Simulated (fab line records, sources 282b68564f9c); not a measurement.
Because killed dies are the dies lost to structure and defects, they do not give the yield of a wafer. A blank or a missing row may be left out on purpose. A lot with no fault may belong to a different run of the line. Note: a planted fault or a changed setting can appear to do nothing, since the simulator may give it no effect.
Which of the tools did it? || flow rit_cmos || 42 wafers from 14 lots sampled at 2 of the route's 202 steps

WHAT EACH GAUGE READ, for each wafer
The record holds no reading of a measuring or inspecting step that can be judged against a usual standard deviation.

EACH LOT AND THE TOOL THAT RAN IT (in order: tool; ch and the chambers of the sampled wafers; start)
{"lot": "L494", "RIT_M1_METAL_ETCH_12": "rie_metal-01 ch 0,1, day 3 10:28", "RIT_M1_PROBE_99": "-"}
{"lot": "L496", "RIT_M1_METAL_ETCH_12": "rie_metal-01 ch 0,1, day 4 03:23", "RIT_M1_PROBE_99": "-"}
{"lot": "L498", "RIT_M1_METAL_ETCH_12": "rie_metal-04 ch 0,1, day 4 04:43", "RIT_M1_PROBE_99": "-"}
{"lot": "L499", "RIT_M1_METAL_ETCH_12": "rie_metal-02 ch 0,1, day 4 09:10", "RIT_M1_PROBE_99": "-"}
{"lot": "L500", "RIT_M1_METAL_ETCH_12": "rie_metal-01 ch 0,1, day 4 21:19", "RIT_M1_PROBE_99": "-"}
{"lot": "L501", "RIT_M1_METAL_ETCH_12": "rie_metal-04 ch 0,1, day 5 00:47", "RIT_M1_PROBE_99": "prober-01, day 5 04:06"}
{"lot": "L502", "RIT_M1_METAL_ETCH_12": "rie_metal-02 ch 0,1, day 5 02:49", "RIT_M1_PROBE_99": "-"}
{"lot": "L508", "RIT_M1_METAL_ETCH_12": "rie_metal-02 ch 0,1, day 6 05:16", "RIT_M1_PROBE_99": "-"}
{"lot": "L510", "RIT_M1_METAL_ETCH_12": "rie_metal-04 ch 0,1, day 6 14:47", "RIT_M1_PROBE_99": "-"}
{"lot": "L511", "RIT_M1_METAL_ETCH_12": "rie_metal-02 ch 0,1, day 6 22:58", "RIT_M1_PROBE_99": "prober-01, day 7 01:13"}
{"lot": "L512", "RIT_M1_METAL_ETCH_12": "rie_metal-04 ch 1, day 7 02:14", "RIT_M1_PROBE_99": "-"}
{"lot": "L514", "RIT_M1_METAL_ETCH_12": "rie_metal-04 ch 0,1, day 7 11:35", "RIT_M1_PROBE_99": "-"}
{"lot": "L515", "RIT_M1_METAL_ETCH_12": "rie_metal-01 ch 0,1, day 7 16:36", "RIT_M1_PROBE_99": "prober-01, day 7 18:59"}
{"lot": "L517", "RIT_M1_METAL_ETCH_12": "rie_metal-01 ch 0,1, day 8 01:51", "RIT_M1_PROBE_99": "-"}
- RIT_M1_METAL_ETCH_12: etches Al in Cl2/BCl3, stops on SiO2, time 165 s, target depth 600 nm.
- RIT_M1_PROBE_99

AS READ BY THE TOOLS THEMSELVES (means over the sampled wafers that have a number; for cases with no such wafer, the mark the record gives instead)
RIT_M1_METAL_ETCH_12.
{"lot": "L494", "tool": "rie_metal-01", "bcl3_flow_sccm (sccm)": 50.10, "chamber_pressure_mTorr (mTorr)": 100.03, "drypump_motor_current_A (A)": 5.8, "oes_product_au (a.u.)": 0.769, "throttle_valve_pct (%)": 8.40}
{"lot": "L496", "tool": "rie_metal-01", "bcl3_flow_sccm (sccm)": 49.96, "chamber_pressure_mTorr (mTorr)": 100.01, "drypump_motor_current_A (A)": 5.8, "oes_product_au (a.u.)": 0.779, "throttle_valve_pct (%)": 8.40}
{"lot": "L498", "tool": "rie_metal-04", "bcl3_flow_sccm (sccm)": 50.15, "chamber_pressure_mTorr (mTorr)": 100.15, "drypump_motor_current_A (A)": 6.0, "oes_product_au (a.u.)": 0.797, "throttle_valve_pct (%)": 8.40}
{"lot": "L499", "tool": "rie_metal-02", "bcl3_flow_sccm (sccm)": 50.20, "chamber_pressure_mTorr (mTorr)": 100.00, "drypump_motor_current_A (A)": 4.9, "oes_product_au (a.u.)": 0.792, "throttle_valve_pct (%)": 8.24}
{"lot": "L500", "tool": "rie_metal-01", "bcl3_flow_sccm (sccm)": 49.88, "chamber_pressure_mTorr (mTorr)": 99.98, "drypump_motor_current_A (A)": 6.1, "oes_product_au (a.u.)": 0.783, "throttle_valve_pct (%)": 8.43}
{"lot": "L501", "tool": "rie_metal-04", "bcl3_flow_sccm (sccm)": 49.99, "chamber_pressure_mTorr (mTorr)": 100.03, "drypump_motor_current_A (A)": 6.1, "oes_product_au (a.u.)": 0.784, "throttle_valve_pct (%)": 8.28}
{"lot": "L502", "tool": "rie_metal-02", "bcl3_flow_sccm (sccm)": 50.17, "chamber_pressure_mTorr (mTorr)": 100.00, "drypump_motor_current_A (A)": 4.9, "oes_product_au (a.u.)": 0.791, "throttle_valve_pct (%)": 8.25}
{"lot": "L508", "tool": "rie_metal-02", "bcl3_flow_sccm (sccm)": 49.98, "chamber_pressure_mTorr (mTorr)": 116.63, "drypump_motor_current_A (A)": 4.9, "oes_product_au (a.u.)": 0.803, "throttle_valve_pct (%)": 8.24}
{"lot": "L510", "tool": "rie_metal-04", "bcl3_flow_sccm (sccm)": 50.20, "chamber_pressure_mTorr (mTorr)": 100.05, "drypump_motor_current_A (A)": 6.1, "oes_product_au (a.u.)": 0.790, "throttle_valve_pct (%)": 8.28}
{"lot": "L511", "tool": "rie_metal-02", "bcl3_flow_sccm (sccm)": 50.02, "chamber_pressure_mTorr (mTorr)": 116.67, "drypump_motor_current_A (A)": 4.9, "oes_product_au (a.u.)": 0.789, "throttle_valve_pct (%)": 8.25}
{"lot": "L512", "tool": "rie_metal-04", "bcl3_flow_sccm (sccm)": 50.03, "chamber_pressure_mTorr (mTorr)": 99.99, "drypump_motor_current_A (A)": 6.0, "oes_product_au (a.u.)": 0.797, "throttle_valve_pct (%)": 8.55}
{"lot": "L514", "tool": "rie_metal-04", "bcl3_flow_sccm (sccm)": 49.91, "chamber_pressure_mTorr (mTorr)": 100.02, "drypump_motor_current_A (A)": 6.1, "oes_product_au (a.u.)": 0.792, "throttle_valve_pct (%)": 8.28}
{"lot": "L515", "tool": "rie_metal-01", "bcl3_flow_sccm (sccm)": 49.98, "chamber_pressure_mTorr (mTorr)": 100.02, "drypump_motor_current_A (A)": 6.1, "oes_product_au (a.u.)": 0.789, "throttle_valve_pct (%)": 8.43}
{"lot": "L517", "tool": "rie_metal-01", "bcl3_flow_sccm (sccm)": 49.94, "chamber_pressure_mTorr (mTorr)": 100.00, "drypump_motor_current_A (A)": 5.8, "oes_product_au (a.u.)": 0.792, "throttle_valve_pct (%)": 8.42}

RIT_M1_PROBE_99.
{"lot": "L501", "tool": "prober-01", "defect_limited_yield (%)": 96.8, "killed_at_M0_to_M3": 0.0, "killed_at_contacts": 0.0, "killed_at_front_end": 8, "killed_dies": 8, "killed_open": 4.7, "killed_short": 3.7, "sort_bin_3_pad_short (%)": 0.1, "sort_bin_5_function (%)": 1.4, "sort_bin_6_memory (%)": 1.6, "sort_n_pass": 256, "sort_yield_pct (%)": 96.8}
{"lot": "L511", "tool": "prober-01", "defect_limited_yield (%)": 98.2, "killed_at_M0_to_M3": 0.0, "killed_at_contacts": 0.0, "killed_at_front_end": 5, "killed_dies": 5, "killed_open": 1.7, "killed_short": 3.0, "sort_bin_3_pad_short (%)": 0.1, "sort_bin_5_function (%)": 0.6, "sort_bin_6_memory (%)": 1.0, "sort_n_pass": 259, "sort_yield_pct (%)": 98.2}
{"lot": "L515", "tool": "prober-01", "defect_limited_yield (%)": 97.6, "killed_at_M0_to_M3": 0.0, "killed_at_contacts": 0.3, "killed_at_front_end": 6, "killed_dies": 6, "killed_open": 3.3, "killed_short": 3.0, "sort_bin_3_pad_short (%)": 0.0, "sort_bin_5_function (%)": 1.1, "sort_bin_6_memory (%)": 1.3, "sort_n_pass": 258, "sort_yield_pct (%)": 97.6}

THE ANSWER, worked out from the rows above alone
Rule: the lots themselves supply what counts as usual. Put in order of their means at a reading, lots are off if they are a third of the lots or fewer, leave a main group of 4 or more, and stand apart from it by a gap of 3 or more times the standard deviation of the main group's means; of several such gaps the widest counts. A main group is skipped when, at the precision printed for the reading in the tables above, its means are all equal. A lot without any number at a reading at which 4 lots or more have one is off too. Where the step has rows for the other lots, those lots are counted as sound. Order of review: gauges by route order, followed by the tools' own readings, for which a lot's mean as printed above is used. At the first step where some lot is off, the reading lying furthest off is the one used; lots without a number count as furthest.
Off: L508, L511 (RIT_M1_METAL_ETCH_12, chamber_pressure_mTorr). The main group has a mean of 100.02 mTorr with a standard deviation of 0.042.
If a tool, at that step or one of the process steps before it, ran each lot that is off and ran no sound lot following the first of them, it fits. One fits: rie_metal-02 at RIT_M1_METAL_ETCH_12. Its last sound lot is L502 (day 5 02:49), its first lot that is off L508 (day 6 05:16): a fault that began between those two fits.
The tool's own readings at RIT_M1_METAL_ETCH_12 bear it out: on the lots that are off they differ by more than 5 times the standard deviation of the sound lots' means. chamber_pressure_mTorr reads 116.65 mTorr there against 100.02 mTorr on the sound lots.

WHAT THE SIMULATOR PUT IN
rie_metal-02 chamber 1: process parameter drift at RIT_M1_METAL_ETCH_12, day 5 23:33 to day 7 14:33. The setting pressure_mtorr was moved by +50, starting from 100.
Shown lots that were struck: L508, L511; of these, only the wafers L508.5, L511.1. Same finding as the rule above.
